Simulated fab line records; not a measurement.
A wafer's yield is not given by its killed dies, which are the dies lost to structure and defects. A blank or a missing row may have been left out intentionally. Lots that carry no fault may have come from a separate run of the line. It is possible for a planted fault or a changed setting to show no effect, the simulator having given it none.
Split-lot experiment | flow berkeley cmos170 | 16 wafers read across 5 lots, on a route 331 steps long

## ON THE SPLIT
At UCB170_M1_METAL_ETCH_12 (etches Al in Cl2/BCl3, stops on PSG, target depth 780 nm, time 130 s), the setting icp w was moved away from the recipe's 600 W on 6 of the 16 wafers read, by -9.9% to +10.4%. This setting was run at the recipe's value on the other wafers.

The reading comes from the split's own step.

## THE READING
KrF_of_M1_COAT_04.thk nm (the simulator's own value, which no gauge read), in nm, at UCB170_M1_METAL_ETCH_12 (etches Al in Cl2/BCl3, stops on PSG, target depth 780 nm, time 130 s). No usual value for it is given in the file. Here, 10 wafers ran the recipe; their average is 431.1 nm with a standard deviation of 9.6 nm.

wafer  | tool, chamber at the split | icp w as run, W | against the recipe | KrF_of_M1_COAT_04.thk nm, nm | against lot-mates on the recipe
L075.1 | rie metal-01, 0            | 600             | recipe             | 425.9                        | -
L075.5 | rie metal-01, 1            | 662.6           | +10.4%             | 395.7                        | -30.2
L078.4 | rie metal-01, 1            | 600             | recipe             | 434.7                        | -
L078.5 | rie metal-01, 0            | 600             | recipe             | 417.8                        | -
L078.6 | rie metal-01, 1            | 600             | recipe             | 437.7                        | -
L079.1 | rie metal-04, 1            | 600             | recipe             | 442.4                        | -
L079.4 | rie metal-04, 1            | 600             | recipe             | 445.2                        | -
L079.6 | rie metal-04, 0            | 600             | recipe             | 433.7                        | -
L080.1 | rie metal-01, 0            | 540.9           | -9.9%              | 464.3                        | +39.6
L080.2 | rie metal-01, 1            | 600             | recipe             | 434.6                        | -
L080.3 | rie metal-01, 0            | 600             | recipe             | 414.9                        | -
L080.4 | rie metal-01, 1            | 540.9           | -9.9%              | 477.4                        | +52.6
L080.6 | rie metal-01, 1            | 540.9           | -9.9%              | 473.7                        | +48.9
L083.2 | rie metal-01, 0            | 600             | recipe             | 423.8                        | -
L083.3 | rie metal-01, 0            | 657.1           | +9.5%              | 394.2                        | -29.6
L083.4 | rie metal-01, 1            | 657.1           | +9.5%              | 407.1                        | -16.7

THE FIT
A straight line over all 16 wafers: KrF_of_M1_COAT_04.thk nm changes by -3.7 nm for each +1% of icp w; r = -0.93; the points scatter about the line by 9.1 nm.
The same after taking each lot's own level away (the mean of its wafers on the recipe; 16 wafers): -3.69 nm for each +1%; r = -0.94; scatter 8.9 nm.
That fit puts the effect of the largest move of icp w on the reading at 39 nm.
Measured against the standard deviation above, the lots' own levels, which go from 423.80 to 440.43 nm, span 1.7 times it.
Hence the lot-to-lot level has little effect on the slope; both slopes agree.
Check: -35.9 nm against its lot-mates is what the line predicts for one of the wafers moved furthest among these (+10.4%) when that wafer is left out of the fit. It came out at -30.2 nm against them.
Tool readings at the split's step, against how far the setting was moved: oes product au r = +0.06.

## OTHER SPLITS ON THESE WAFERS
These wafers also went through other splits before the reading. Each is held against what the fit with the lots' levels taken away leaves over:
other split on the same wafers     | wafers away from the commonest value | r with KrF_of_M1_COAT_04.thk nm (lot level and that fit taken away)
UCB170_SILICIDE_SPUTTER_01 power w | 3                                    | -0.18
UCB170_M1_SPUTTER_00 power w       | 0                                    | -
UCB170_M1_PEB_07 peb temp c        | 4                                    | -0.05

## THE FILE'S OWN FIT
KrF_of_M1_COAT_04.thk nm changes by -3.72 nm for each +1% of icp w, r = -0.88.
